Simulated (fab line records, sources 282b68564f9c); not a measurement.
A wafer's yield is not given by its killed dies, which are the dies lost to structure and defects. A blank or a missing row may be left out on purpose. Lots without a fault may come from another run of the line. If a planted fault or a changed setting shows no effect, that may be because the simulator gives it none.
Split-lot experiment || flow ritCmos || 23 wafers read across 5 lots, on a route 202 steps long

## THE SPLIT ITSELF
At RIT_PLDD_COAT_01 (resist thk 1000 nm), the setting spinRpm was moved away from the recipe's 3250 rpm on 10 of the 23 wafers read, by -2.2% to +7.4%. This setting was run at the recipe's value on the other wafers.

## FROM THE SPLIT TO THE READING: what the file shows between them, 4 steps
- RIT_PLDD_SOFTBAKE_02: time 60 s (also split here: tempC)
- RIT_PLDD_EXPOSE_03: exposes mask M8, target cd 40900 nm
- RIT_PLDD_PEB_04
- RIT_PLDD_DEVELOP_05: develop time 50 s

## THE READING
NOVOLAK_of_PLDD_COAT_01.thkNm (the simulator's own value, which no gauge read), in nm, at RIT_PLDD_HARDBAKE_07 (time 60 s). No usual value for it is given in the file. Across the 13 wafers here that went through the recipe, the average is 882.7 nm and the standard deviation 2.3 nm.

{"wafer": "L074.1", "tool, chamber at the split": "lithoTrack-04, 0", "spinRpm as run, rpm": 3250, "against the recipe": "recipe", "NOVOLAK_of_PLDD_COAT_01.thkNm, nm": 879.4, "against lot-mates on the recipe": "-"}
{"wafer": "L074.2", "tool, chamber at the split": "lithoTrack-04, 0", "spinRpm as run, rpm": 3331, "against the recipe": "+2.5%", "NOVOLAK_of_PLDD_COAT_01.thkNm, nm": 870.3, "against lot-mates on the recipe": -10.7}
{"wafer": "L074.4", "tool, chamber at the split": "lithoTrack-04, 0", "spinRpm as run, rpm": 3250, "against the recipe": "recipe", "NOVOLAK_of_PLDD_COAT_01.thkNm, nm": 880.9, "against lot-mates on the recipe": "-"}
{"wafer": "L074.5", "tool, chamber at the split": "lithoTrack-04, 0", "spinRpm as run, rpm": 3250, "against the recipe": "recipe", "NOVOLAK_of_PLDD_COAT_01.thkNm, nm": 882.8, "against lot-mates on the recipe": "-"}
{"wafer": "L074.6", "tool, chamber at the split": "lithoTrack-04, 0", "spinRpm as run, rpm": 3331, "against the recipe": "+2.5%", "NOVOLAK_of_PLDD_COAT_01.thkNm, nm": 869, "against lot-mates on the recipe": -12.0}
{"wafer": "L078.1", "tool, chamber at the split": "lithoTrack-04, 0", "spinRpm as run, rpm": 3250, "against the recipe": "recipe", "NOVOLAK_of_PLDD_COAT_01.thkNm, nm": 882.6, "against lot-mates on the recipe": "-"}
{"wafer": "L078.2", "tool, chamber at the split": "lithoTrack-04, 0", "spinRpm as run, rpm": 3180, "against the recipe": "-2.2%", "NOVOLAK_of_PLDD_COAT_01.thkNm, nm": 890, "against lot-mates on the recipe": "+7.5"}
{"wafer": "L078.3", "tool, chamber at the split": "lithoTrack-04, 0", "spinRpm as run, rpm": 3180, "against the recipe": "-2.2%", "NOVOLAK_of_PLDD_COAT_01.thkNm, nm": 892.8, "against lot-mates on the recipe": "+10.3"}
{"wafer": "L078.5", "tool, chamber at the split": "lithoTrack-04, 0", "spinRpm as run, rpm": 3180, "against the recipe": "-2.2%", "NOVOLAK_of_PLDD_COAT_01.thkNm, nm": 892, "against lot-mates on the recipe": "+9.5"}
{"wafer": "L078.6", "tool, chamber at the split": "lithoTrack-04, 0", "spinRpm as run, rpm": 3250, "against the recipe": "recipe", "NOVOLAK_of_PLDD_COAT_01.thkNm, nm": 882.3, "against lot-mates on the recipe": "-"}
{"wafer": "L080.1", "tool, chamber at the split": "lithoTrack-03, 0", "spinRpm as run, rpm": 3250, "against the recipe": "recipe", "NOVOLAK_of_PLDD_COAT_01.thkNm, nm": 885.4, "against lot-mates on the recipe": "-"}
{"wafer": "L080.2", "tool, chamber at the split": "lithoTrack-03, 0", "spinRpm as run, rpm": 3491, "against the recipe": "+7.4%", "NOVOLAK_of_PLDD_COAT_01.thkNm, nm": 854.5, "against lot-mates on the recipe": -29.6}
{"wafer": "L080.3", "tool, chamber at the split": "lithoTrack-03, 0", "spinRpm as run, rpm": 3250, "against the recipe": "recipe", "NOVOLAK_of_PLDD_COAT_01.thkNm, nm": 882.6, "against lot-mates on the recipe": "-"}
{"wafer": "L080.5", "tool, chamber at the split": "lithoTrack-03, 0", "spinRpm as run, rpm": 3250, "against the recipe": "recipe", "NOVOLAK_of_PLDD_COAT_01.thkNm, nm": 884.2, "against lot-mates on the recipe": "-"}
{"wafer": "L080.6", "tool, chamber at the split": "lithoTrack-03, 0", "spinRpm as run, rpm": 3491, "against the recipe": "+7.4%", "NOVOLAK_of_PLDD_COAT_01.thkNm, nm": 852.3, "against lot-mates on the recipe": -31.8}
{"wafer": "L081.3", "tool, chamber at the split": "lithoTrack-01, 0", "spinRpm as run, rpm": 3250, "against the recipe": "recipe", "NOVOLAK_of_PLDD_COAT_01.thkNm, nm": 882.4, "against lot-mates on the recipe": "-"}
{"wafer": "L081.4", "tool, chamber at the split": "lithoTrack-01, 0", "spinRpm as run, rpm": 3250, "against the recipe": "recipe", "NOVOLAK_of_PLDD_COAT_01.thkNm, nm": 881, "against lot-mates on the recipe": "-"}
{"wafer": "L081.6", "tool, chamber at the split": "lithoTrack-01, 0", "spinRpm as run, rpm": 3250, "against the recipe": "recipe", "NOVOLAK_of_PLDD_COAT_01.thkNm, nm": 878.7, "against lot-mates on the recipe": "-"}
{"wafer": "L083.1", "tool, chamber at the split": "lithoTrack-03, 0", "spinRpm as run, rpm": 3448, "against the recipe": "+6.1%", "NOVOLAK_of_PLDD_COAT_01.thkNm, nm": 858.8, "against lot-mates on the recipe": -27.3}
{"wafer": "L083.2", "tool, chamber at the split": "lithoTrack-03, 0", "spinRpm as run, rpm": 3448, "against the recipe": "+6.1%", "NOVOLAK_of_PLDD_COAT_01.thkNm, nm": 857.9, "against lot-mates on the recipe": -28.2}
{"wafer": "L083.3", "tool, chamber at the split": "lithoTrack-03, 0", "spinRpm as run, rpm": 3250, "against the recipe": "recipe", "NOVOLAK_of_PLDD_COAT_01.thkNm, nm": 885.8, "against lot-mates on the recipe": "-"}
{"wafer": "L083.5", "tool, chamber at the split": "lithoTrack-03, 0", "spinRpm as run, rpm": 3250, "against the recipe": "recipe", "NOVOLAK_of_PLDD_COAT_01.thkNm, nm": 886.4, "against lot-mates on the recipe": "-"}
{"wafer": "L083.6", "tool, chamber at the split": "lithoTrack-03, 0", "spinRpm as run, rpm": 3448, "against the recipe": "+6.1%", "NOVOLAK_of_PLDD_COAT_01.thkNm, nm": 860.3, "against lot-mates on the recipe": -25.8}

THE FIT
A straight line over all 23 wafers: NOVOLAK_of_PLDD_COAT_01.thkNm changes by -3.98 nm for each +1% of spinRpm; r = -0.99; the points scatter about the line by 2.1 nm.
The same after taking each lot's own level away (the mean of its wafers on the recipe; 23 wafers): -4.29 nm for each +1%; r = -1.00; scatter 1.3 nm.
According to that fit, moving spinRpm by its largest amount changes the reading by 32 nm.
The lots' own levels span 880.70 to 886.10 nm, that is 2.4 times the standard deviation above.
Hence the lot-to-lot level has little effect on the slope; both slopes agree.
Check: with one of the wafers moved furthest among these (+7.4%) left out of the fit, the line predicts -32.6 nm for it against its lot-mates. Against them it came out at -29.6 nm.

## OTHER SPLITS APPLIED TO THESE WAFERS
Other splits were also applied to these wafers ahead of the reading. Each is held against what the fit with the lots' levels taken away leaves over:
{"other split on the same wafers": "RIT_ACTIVE_CVD_03 tempC", "wafers away from the commonest value": 15, "r with NOVOLAK_of_PLDD_COAT_01.thkNm (lot level and that fit taken away)": -0.18}
{"other split on the same wafers": "RIT_ACTIVE_DEVELOP_10 devTempC", "wafers away from the commonest value": 12, "r with NOVOLAK_of_PLDD_COAT_01.thkNm (lot level and that fit taken away)": -0.29}
{"other split on the same wafers": "RIT_PWELL_COAT_01 spinRpm", "wafers away from the commonest value": 9, "r with NOVOLAK_of_PLDD_COAT_01.thkNm (lot level and that fit taken away)": "+0.25"}
{"other split on the same wafers": "RIT_NRETRO_IMPLANT_08 doseCm2", "wafers away from the commonest value": 5, "r with NOVOLAK_of_PLDD_COAT_01.thkNm (lot level and that fit taken away)": "+0.03"}
{"other split on the same wafers": "RIT_GATE_CVD_08 tempC", "wafers away from the commonest value": 18, "r with NOVOLAK_of_PLDD_COAT_01.thkNm (lot level and that fit taken away)": -0.16}
{"other split on the same wafers": "RIT_REOX_CLEAN_00 tempC", "wafers away from the commonest value": 10, "r with NOVOLAK_of_PLDD_COAT_01.thkNm (lot level and that fit taken away)": "+0.18"}
{"other split on the same wafers": "RIT_PLDD_SOFTBAKE_02 tempC", "wafers away from the commonest value": 11, "r with NOVOLAK_of_PLDD_COAT_01.thkNm (lot level and that fit taken away)": "+0.04"}

## THE WHOLE CHAIN: every reading that the file lists as answering this split, in the file's order
{"step": "RIT_PLDD_COAT_01", "what it does": "resist thk 1000 nm", "reading": "NOVOLAK_of_PLDD_COAT_01.thkNm (the simulator's own value, which no gauge read)", "change (the file's fit)": "-4.89 nm for each +1% of the setting", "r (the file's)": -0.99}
{"step": "RIT_PLDD_DEVELOP_05", "what it does": "develop time 50 s", "reading": "NOVOLAK_of_PLDD_COAT_01.thkNm (the simulator's own value, which no gauge read)", "change (the file's fit)": "-4.78 nm for each +1% of the setting", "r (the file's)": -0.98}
{"step": "RIT_PLDD_HARDBAKE_07", "what it does": "time 60 s", "reading": "NOVOLAK_of_PLDD_COAT_01.thkNm (the simulator's own value, which no gauge read)", "change (the file's fit)": "-4.28 nm for each +1% of the setting", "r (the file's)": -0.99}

## THE FILE'S OWN FIT
NOVOLAK_of_PLDD_COAT_01.thkNm changes by -4.28 nm for each +1% of spinRpm, r = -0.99.
